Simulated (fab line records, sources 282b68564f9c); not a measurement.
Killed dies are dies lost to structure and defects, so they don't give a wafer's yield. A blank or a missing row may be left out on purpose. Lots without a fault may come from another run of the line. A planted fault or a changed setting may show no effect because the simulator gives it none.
Problem report in the 8D (eight disciplines) form, filled by code | flow rit_cmos | the parts of the form that need people (team, actions taken, sign-off) are left out

1. THE PROBLEM
spin_speed_rpm at RIT_PWELL_COAT_01 reads a mean of 1920.0 rpm on 6 wafers of 2 lots; wafers without a fault read 2000.1 rpm with a standard deviation of 1.5. That is -53 standard deviations from the usual mean.
The step: resist thk 1300 nm.
First seen on wafer L571.4, day 3 13:17, on litho_track-04. The record holds 18 wafers of 6 lots with a number at this step. Rule for "out", or "out of limits": more than 4 standard deviations from the usual mean. The other wafers with a number count as sound.

2. WHAT IT IS AND WHAT IT IS NOT
question                    | is                     | is not
which readings at this step | spin_speed_rpm         | -
which lots                  | L571, L572             | L567, L569, L570, L581
which wafers of those lots  | all that have a number | -
read on which tools         | litho_track-04         | litho_track-02
when                        | from day 3 13:17       | up to then (9 sound wafers); but 3 sound wafers of L581 came after

3. SUSPECTS, AND WHAT RULES EACH OUT
Counting: a tool at a process step up to the reading stays a suspect if it ran every lot that is out and no sound lot after the first of them.
- litho_track-04 at RIT_PWELL_COAT_01 (resist thk 1300 nm): kept. It ran every lot that is out, first L571 (day 3 13:17), and no sound lot after that; its last sound lot up to then is L569 (day 3 04:24). Its own readings are out on those wafers: spin_speed_rpm.
Left after counting: litho_track-04 at RIT_PWELL_COAT_01.

4. THE CAUSE (what the simulator had put in)
Process parameter drift: litho_track-04, from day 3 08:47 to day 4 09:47, at RIT_PWELL_COAT_01. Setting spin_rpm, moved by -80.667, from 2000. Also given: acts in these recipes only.
Counting left only this tool.

5. THE CHAIN OF EFFECTS, in route order
Each row: a reading whose mean over the struck wafers that have a number lies more than 3 standard deviations from the usual. Only readings for which the record gives a usual standard deviation are gone through. hours: the time from each lot's start at the first step in this table that gives one to its start at this step, as a median over the lots. sigmas: the change in usual standard deviations.
hours | step              | reading        | usual      | on struck wafers | change | sigmas
0     | RIT_PWELL_COAT_01 | spin_speed_rpm | 2000.1 rpm | 1920.0           | -80.1  | -53
The process steps in it:
- RIT_PWELL_COAT_01: resist thk 1300 nm.
Later measuring or inspecting steps at which every struck wafer that the step has a row for has a number for every such reading, and none has moved that far: RIT_PWELL_OVL_MEAS_06.

6. WHAT WOULD HAVE CAUGHT IT SOONER
In this record the first reading out of limits was taken at day 3 13:17, 4 hours after the fault began at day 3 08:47.
